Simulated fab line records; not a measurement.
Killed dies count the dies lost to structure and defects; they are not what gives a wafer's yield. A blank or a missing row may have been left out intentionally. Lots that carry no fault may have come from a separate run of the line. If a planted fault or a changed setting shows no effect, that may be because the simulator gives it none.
What tool caused it? || flow berkeley-cmos170 || route of 331 steps, sampled at 1 step: 8 lots, 24 wafers

== WHAT EACH GAUGE READ, for each wafer ==
UCB170_PWELL_OVL_MEAS_13.
{"lot": "L138", "measured": "day 3 03:02", "on": "overlay-01", "PWELL_OVL (nm)": "-1 -2 -2"}
{"lot": "L139", "measured": "day 3 12:32", "on": "overlay-01", "PWELL_OVL (nm)": "6 4 3"}
{"lot": "L143", "measured": "day 4 13:13", "on": "overlay-02", "PWELL_OVL (nm)": "6 0 3"}
{"lot": "L145", "measured": "day 4 17:51", "on": "overlay-02", "PWELL_OVL (nm)": "5 7 8"}
{"lot": "L147", "measured": "day 5 12:46", "on": "overlay-02", "PWELL_OVL (nm)": "4 -4 0"}
{"lot": "L150", "measured": "day 5 20:31", "on": "overlay-01", "PWELL_OVL (nm)": "-2 -12 -2"}
{"lot": "L155", "measured": "day 7 00:14", "on": "overlay-02", "PWELL_OVL (nm)": "-8 -5 -8"}
{"lot": "L160", "measured": "day 8 05:05", "on": "overlay-01", "PWELL_OVL (nm)": "-1 -4 -1"}

== WHICH TOOL RAN EACH LOT (tool, then ch and the chambers of the sampled wafers, then the start) ==
The record shows no process step preceding these readings.

== THE ANSWER, worked out from the rows above alone ==
Rule: what is usual is taken from the lots themselves. Put in order of their means at a reading, lots are off if they are a third of the lots or fewer, leave a main group of 4 or more, and stand apart from it by a gap of 3 or more times the standard deviation of the main group's means; of several such gaps the widest counts. Not used: any main group whose means are identical at the precision the tables above print for the reading. Also off: a lot with no number at a reading for which 4 or more lots have one. Where the step has rows for the other lots, those lots are counted as sound.
Across all readings shown, no lot is off: no conclusion can be drawn from this.

== WHAT THE SIMULATOR HAD INSERTED ==
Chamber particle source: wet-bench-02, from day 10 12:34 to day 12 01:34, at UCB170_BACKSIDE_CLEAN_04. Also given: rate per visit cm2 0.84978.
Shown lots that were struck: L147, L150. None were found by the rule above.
